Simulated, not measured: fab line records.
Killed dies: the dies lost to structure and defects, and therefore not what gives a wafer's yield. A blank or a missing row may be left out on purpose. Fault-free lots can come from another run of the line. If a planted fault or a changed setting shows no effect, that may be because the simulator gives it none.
Problem report, 8D (eight disciplines) form, completed by code | flow berkeley-cmos170 | the parts of the form that need people (team, actions taken, sign-off) are left out

## 1. THE PROBLEM
Mean of prime-temp-c at UCB170_M2_HMDS_04: 101.32 C across 6 wafers in 2 lots; on wafers with no fault it is 100.00 C (standard deviation 0.13). That puts it +10 standard deviations away from the usual mean.
The step: prime time 60 s.
First seen on wafer L843.1, day 12 13:40, on litho-track-02. The record has a number at this step for 42 wafers belonging to 14 lots. Rule for "out", or "out of limits": more than 4 standard deviations from the usual mean. All remaining wafers that have a number are taken as sound.

## 2. WHAT THIS IS AND IS NOT
question                    | is                     | is not
which readings at this step | prime-temp-c           | -
which lots                  | L843, L848             | L826, L827, L828, L829, L831, L832, L835, L836, L838, L839, L845, L849
which wafers of those lots  | all that have a number | -
read on which tools         | litho-track-02         | litho-track-01, litho-track-04
when                        | from day 12 13:40      | up to then (33 sound wafers); but 3 sound wafers of L849 came after

## 3. SUSPECTS, AND WHAT RULES EACH OUT
Counting: a tool stays on the suspect list if, at a process step up to the reading, it processed all lots that are out and no sound lot following the first of them.
- litho-track-02 at UCB170_M2_HMDS_04 (prime time 60 s): kept. Every lot that is out went through it, starting with L843 (day 12 13:40), and after that it ran no sound lot; the last sound lot it ran before then is L829 (day 9 14:38). On those wafers its own readings are out: prime-temp-c.
The count leaves litho-track-02 at UCB170_M2_HMDS_04.

## 4. THE CAUSE (what the simulator had put in)
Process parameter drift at UCB170_M2_HMDS_04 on litho-track-02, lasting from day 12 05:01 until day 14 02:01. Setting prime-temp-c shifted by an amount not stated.
After counting, this tool was the only one left.

## 5. THE EFFECT CHAIN, in route order
One row per reading whose mean, taken over the struck wafers that have a number, lies over 3 standard deviations from the usual. Only readings whose record carries a usual standard deviation are examined. hours: median over the lots of the time between each lot's start at the first step of this table that gives one and its start at this step. sigmas: the change, counted in usual standard deviations.
hours | step              | reading      | usual    | on struck wafers | change | sigmas
0     | UCB170_M2_HMDS_04 | prime-temp-c | 100.00 C | 101.32           | +1.32  | +10
Its process steps:
- UCB170_M2_HMDS_04: prime time 60 s.

## 6. WHAT WOULD HAVE CAUGHT IT SOONER
First out-of-limits reading in this record: day 12 13:40, which is 9 hours after fault onset at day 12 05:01.
